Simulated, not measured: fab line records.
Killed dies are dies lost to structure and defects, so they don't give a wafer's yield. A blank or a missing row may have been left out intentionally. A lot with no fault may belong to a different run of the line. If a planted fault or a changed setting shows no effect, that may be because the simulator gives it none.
Which tool is to blame?	flow rit-cmos	Sampling: 14 lots, 42 wafers, 5 of 202 route steps

WHAT THE GAUGES READ, wafer by wafer
RIT_ACTIVE_CD_MEAS_90 targets a cd of 1400 nm. Usual: cd-nm 1399.7 nm, standard deviation 2.2.
lot	measured	on	cd-nm (nm)	flag
L668	day 1 21:16	cd-sem-02	1400.2 1399.4 1398.8	
L669	day 2 01:05	cd-sem-01	1404.1 1404.1 1404.9	
L671	day 2 11:50	cd-sem-02	1395.3 1394.0 1395.3	
L672	day 2 16:10	cd-sem-01	1401.5 1400.0 1401.0	
L673	day 2 23:49	cd-sem-01	1399.2 1398.6 1399.6	
L674	day 3 04:08	cd-sem-01	1400.2 1401.9 1399.5	
L675	day 3 09:04	cd-sem-01	1400.6 1402.3 1400.0	
L676	day 3 13:35	cd-sem-02	1399.6 1398.9 1401.3	
L679	day 4 04:53	cd-sem-02	1398.3 1397.4 1400.9	
L680	day 4 08:22	cd-sem-01	1403.8 1401.4 1399.8	
L681	day 4 14:43	cd-sem-01	1400.8 1399.1 1399.7	
L687	day 5 20:14	cd-sem-01	1401.0 1399.5 1401.4	
L689	day 6 05:14	cd-sem-01	1400.8 1398.5 1400.9	
L690	day 6 10:35	cd-sem-01	1398.5 1396.2 1397.4	

RIT_NRETRO_TW_MEAS_10. Usual: NRETRO_TW gives 1060 (standard deviation 6.4).
lot	measured	on	NRETRO_TW	flag
L668	day 2 12:02	film-metro-01	1052 1051 1054	
L669	day 2 20:33	film-metro-04	1054 1059 1059	
L671	day 3 04:25	film-metro-01	1057 1059 1050	
L672	day 3 10:18	film-metro-02	1067 1064 1063	
L673	day 3 18:14	film-metro-04	1071 1066 1061	
L674	day 3 22:47	film-metro-02	1056 1065 1056	
L675	day 3 23:19	film-metro-02	1059 1054 1054	
L676	day 4 06:17	film-metro-02	1059 1066 1067	
L679	day 4 19:19	film-metro-01	1060 1054 1055	
L680	day 5 04:26	film-metro-01	234 232 232 235 231 235	OFF
L681	day 5 07:15	film-metro-04	223 228 229 223 226 229	OFF
L687	day 6 12:20	film-metro-01	1062 1063 1065	
L689	day 6 22:55	film-metro-02	1057 1058 1057	
L690	day 7 05:26	film-metro-02	1061 1059 1064	

RIT_GATE_CD_MEAS_90 targets a cd of 150 nm. Usual: cd-nm 150 nm, standard deviation 3.
lot	measured	on	cd-nm (nm)	flag
L668	day 2 20:04	cd-sem-02	152 148 150	
L669	day 3 09:17	cd-sem-02	152 153 154	
L671	day 3 12:05	cd-sem-01	154 154 156	
L672	day 3 17:43	cd-sem-01	150 148 149	
L673	day 4 03:59	cd-sem-01	152 151 149	
L674	day 4 06:41	cd-sem-01	151 152 150	
L675	day 4 07:06	cd-sem-02	155 155 157	
L676	day 4 15:44	cd-sem-01	152 152 153	
L679	day 5 06:49	cd-sem-02	146 146 149	
L687	day 6 18:56	cd-sem-01	153 156 156	
L689	day 7 07:52	cd-sem-01	152 151 150	
L690	day 7 14:59	cd-sem-02	147 148 148	

RIT_M1_OVL_MEAS_10. Usual: M1_OVL gives -0.8 nm (standard deviation 1.6).
lot	measured	on	M1_OVL (nm)	flag
L668	day 3 13:05	overlay-02	-2.7 -3.5 -3.5	
L669	day 4 02:28	overlay-02	1.1 -0.4 0.1	
L671	day 4 06:31	overlay-02	-0.6 -0.6 0.1	
L672	day 4 13:12	overlay-02	-1.0 -2.3 -1.0	
L673	day 4 21:05	overlay-01	1.7 0.5 0.3	
L674	day 5 00:08	overlay-01	-1.6 -0.3 -1.9	
L675	day 5 00:59	overlay-02	-3.4 -2.7 -4.8	
L676	day 5 09:06	overlay-02	-1.2 -1.9 -0.9	
L679	day 6 00:29	overlay-01	-0.8 -0.1 0.1	
L687	day 7 14:29	overlay-01	-0.2 1.7 0.9	
L689	day 8 02:08	overlay-01	-1.0 -0.6 -1.0	
L690	day 8 08:39	overlay-01	0.1 0.2 0.8	

EACH LOT AND THE TOOL THAT RAN IT (in order: tool; ch and the chambers of the sampled wafers; start)
lot	RIT_NRETRO_DEVELOP_05
L668	litho-track-04 ch 0, day 2 11:00
L669	litho-track-04 ch 0, day 2 19:00
L671	litho-track-04 ch 0, day 3 03:00
L672	litho-track-04 ch 0, day 3 09:00
L673	litho-track-04 ch 0, day 3 17:00
L674	litho-track-02 ch 0, day 3 22:00
L675	litho-track-03 ch 0, day 3 22:00
L676	litho-track-03 ch 0, day 4 05:00
L679	litho-track-03 ch 0, day 4 18:00
L680	litho-track-03 ch 0, day 5 03:00
L681	litho-track-03 ch 0, day 5 06:00
L687	litho-track-04 ch 0, day 6 11:00
L689	litho-track-02 ch 0, day 6 22:00
L690	litho-track-04 ch 0, day 7 04:00
- RIT_NRETRO_DEVELOP_05: develop time 68 s.

AS READ BY THE TOOLS THEMSELVES (means over the sampled wafers that have a number; for cases with no such wafer, the mark the record gives instead)
RIT_NRETRO_DEVELOP_05. Usual: exhaust-pa 45.0 Pa, standard deviation 0.97.
lot	tool	exhaust-pa (Pa)	flag
L668	litho-track-04	45.5	
L669	litho-track-04	45.3	
L671	litho-track-04	44.5	
L672	litho-track-04	46.4	
L673	litho-track-04	45.6	
L674	litho-track-02	45.8	
L675	litho-track-03	44.6	
L676	litho-track-03	45.2	
L679	litho-track-03	45.3	
L680	litho-track-03	45.0	
L681	litho-track-03	44.6	
L687	litho-track-04	46.0	
L689	litho-track-02	43.6	
L690	litho-track-04	45.9	

THE ANSWER, worked out from the rows above alone
Rule: a lot counts as off when the mean over its wafers that have a number is more than 3 standard deviations away from the usual mean. A lot without any number at a reading at which 4 lots or more have one is off too. All remaining lots with rows at the step are treated as sound. After the gauges, taken in route order, come the tools' own readings; for these a lot's mean is taken, as printed above. The first step at which some lot is off is used, and at that step the reading that is off furthest; a lot without a number counts as furthest.
Off: L680, L681, at RIT_NRETRO_TW_MEAS_10 (NRETRO_TW).
A tool fits if, at a process step before that reading, it ran every lot that is off, and no sound lot after the first of them. Gauges at RIT_NRETRO_TW_MEAS_10: tried the same way as those tools. One candidate fits, namely litho-track-03 at RIT_NRETRO_DEVELOP_05. A fault onset in the window from L679 (day 4 18:00, its last sound lot) to L680 (day 5 03:00, its first lot off) fits.

WHAT THE SIMULATOR HAD PUT IN
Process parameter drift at RIT_NRETRO_DEVELOP_05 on litho-track-03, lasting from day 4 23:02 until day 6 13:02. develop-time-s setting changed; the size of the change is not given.
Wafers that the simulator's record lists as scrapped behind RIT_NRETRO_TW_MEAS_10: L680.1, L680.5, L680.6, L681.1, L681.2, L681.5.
Lots struck among those shown: L680, L681. The rule given above showed the same thing.
